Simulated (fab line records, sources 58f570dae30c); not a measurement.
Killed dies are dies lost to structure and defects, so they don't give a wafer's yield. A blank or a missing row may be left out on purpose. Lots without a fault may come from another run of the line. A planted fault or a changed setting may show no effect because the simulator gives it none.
A struck lot beside a sound one | flow berkeley_cmos170 | 14 steps out of a route of 331
Sound: wafers L865.1, L865.2, L865.3. Struck: wafers L878.1, L878.3, L878.6. The cause comes at the end.
At each step with rows: each side's tool, then ch and its chambers, then its first start. Under that, the readings that differ: sound wafers | struck wafers | difference of the means | sigmas: that difference in standard deviations of wafers without a fault.
alike: readings whose means differ by less than 2 such deviations, and words and numbers that are the same on both sides. not compared: withheld readings, readings that some wafer has no value for, bounds like >300 that may hide the same value, and numbers for which the record gives no deviation and whose values overlap.
The two part at a step that has a row with sigmas, a row that says differs or no value, or rows on one side only. Numbers that don't overlap but have no deviation are shown without sigmas and don't part them. A reading that every wafer of one side lacks parts them only if that side has two wafers or more.

first, 1 step without rows for these wafers: UCB170_M1_ANNEAL_14 (time 1200 s).
UCB170_V1_CVD_00: deposits SiO2 from TEOS/O2, target thk 2000 nm, time 250 s.
  sound on pecvd-01 ch 0,1,2, day 8 02:53; struck on pecvd-01 ch 0,1,2, day 11 00:47
  alike: heater_power_w
UCB170_V1_THK_MEAS_01:
  sound on film_metro-02, day 8 03:02; struck on film_metro-03, day 11 00:57
  alike: V1_TEOS_THK
UCB170_V1_CMP_02: polishes SiO2.
  sound on cmp-01 ch 0,1,3, day 8 03:23; struck on cmp-02 ch 0,1,3, day 11 01:04
  alike: edge_zone_pressure_frac, motor_current_A
UCB170_V1_BOW_MEAS_03:
  sound on film_metro-02, day 8 03:41; struck on film_metro-02, day 11 01:19
  alike: V1_BOW
UCB170_V1_THK_MEAS_04:
  sound on film_metro-02, day 8 03:49; struck on film_metro-02, day 11 01:26
  alike: V1_POLISHED_THK
then, 6 steps without rows for these wafers: UCB170_V1_CLEAN_05 (cleans in DIW); UCB170_V1_HMDS_06 (prime time 60 s); UCB170_V1_COAT_07 (resist thk 900 nm); UCB170_V1_SOFTBAKE_08 (time 60 s); UCB170_V1_EXPOSE_09 (exposes mask VIA1, target cd 700 nm); UCB170_V1_PEB_10.
UCB170_V1_DEVELOP_11: develop time 45 s.
  sound on litho_track-03 ch 0, day 8 05:00; struck on litho_track-04, day 11 02:00
  no value came back on the struck wafers for chill_plate_temp_C (C), develop_time_s (s), developer_temp_C (C); on the sound wafers chill_plate_temp_C (C) reads 23.03 22.97 22.99
  reading                             | sound             | struck            | difference | sigmas
  model.KrF_of_V1_COAT_07.thk_nm (nm) | 886.4 889.5 883.9 | 899.1 899.4 898.2 | +12.3      |
UCB170_V1_CD_MEAS_12: target cd 700 nm.
  sound on cd_sem-02, day 8 05:33; struck on cd_sem-01, day 11 02:53
  reading    | sound             | struck | difference                    | sigmas
  cd_nm (nm) | 697.3 697.9 699.0 | - - -  | no value on the struck wafers |

WHERE THEY PART
First at UCB170_V1_DEVELOP_11; last, within this record, at UCB170_V1_CD_MEAS_12.

WHY: what the simulator had put in
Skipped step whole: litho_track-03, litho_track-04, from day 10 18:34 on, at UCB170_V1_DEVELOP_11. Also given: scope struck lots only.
